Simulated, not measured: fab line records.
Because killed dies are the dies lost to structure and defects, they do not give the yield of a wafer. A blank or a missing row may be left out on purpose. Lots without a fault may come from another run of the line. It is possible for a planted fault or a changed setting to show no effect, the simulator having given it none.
Which of the tools did it? ; flow berkeley cmos170 ; 7 lots with 21 wafers sampled at 2 steps, on a route of 331 steps

## WHAT EACH GAUGE READ, for each wafer
UCB170_NLDD_TW_MEAS_11.
lot;measured;on;NLDD_TW
L367;day 7 06:45;film metro-02;2225 2215 2207
L369;day 7 18:01;film metro-02;2040 2022 2041
L373;day 8 15:10;film metro-04;2044 2035 2044
L377;day 9 14:56;film metro-01;2239 2225 2233
L381;day 9 22:40;film metro-04;2217 2217 2218
L385;day 10 22:06;film metro-04;2220 2200 2205
L387;day 11 06:19;film metro-04;2208 2227 2216

## TOOL THAT RAN EACH LOT (tool first, then ch and the chambers of the sampled wafers, then the start)
lot;UCB170_NLDD_IMPLANT_09
L367;implanter-03 ch 0, day 7 06:30
L369;implanter-03 ch 0, day 7 17:46
L373;implanter-03 ch 0, day 8 14:55
L377;implanter-04 ch 0, day 9 14:42
L381;implanter-04 ch 0, day 9 22:26
L385;implanter-01 ch 0, day 10 21:52
L387;implanter-01 ch 0, day 11 05:59
- UCB170_NLDD_IMPLANT_09

## THE ANSWER, worked out from the rows above alone
Rule: what is usual is taken from the lots themselves. The widest of any qualifying gaps counts: lots, ordered by their means at a reading, are off when they make up no more than a third of the lots, leave a main group of 4 or more, and stand apart from it by 3 or more times the standard deviation of that group's means. If all means in a main group match to the digits the tables above print for the reading, that group is not used. Also off: a lot with no number at a reading for which 4 or more lots have one. All remaining lots with rows at the step are treated as sound.
Off: L369, L373, at UCB170_NLDD_TW_MEAS_11 (NLDD_TW). The main group has a mean of 2218 with a standard deviation of 7.8.
If a tool, at a process step before that reading, ran all the lots that are off and no sound lot after the first of them, it fits. Those tools and the gauges at UCB170_NLDD_TW_MEAS_11 are tried in the same way. One candidate fits, namely implanter-03 at UCB170_NLDD_IMPLANT_09. Its last sound lot is L367 (day 7 06:30), its first lot that is off L369 (day 7 17:46): a fault that began between those two fits.

## WHAT THE SIMULATOR PUT IN
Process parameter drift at UCB170_NLDD_IMPLANT_09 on implanter-03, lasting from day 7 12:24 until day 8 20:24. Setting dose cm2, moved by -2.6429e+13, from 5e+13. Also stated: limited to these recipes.
Lots struck among those shown: L369, L373. The rule given above showed the same thing.
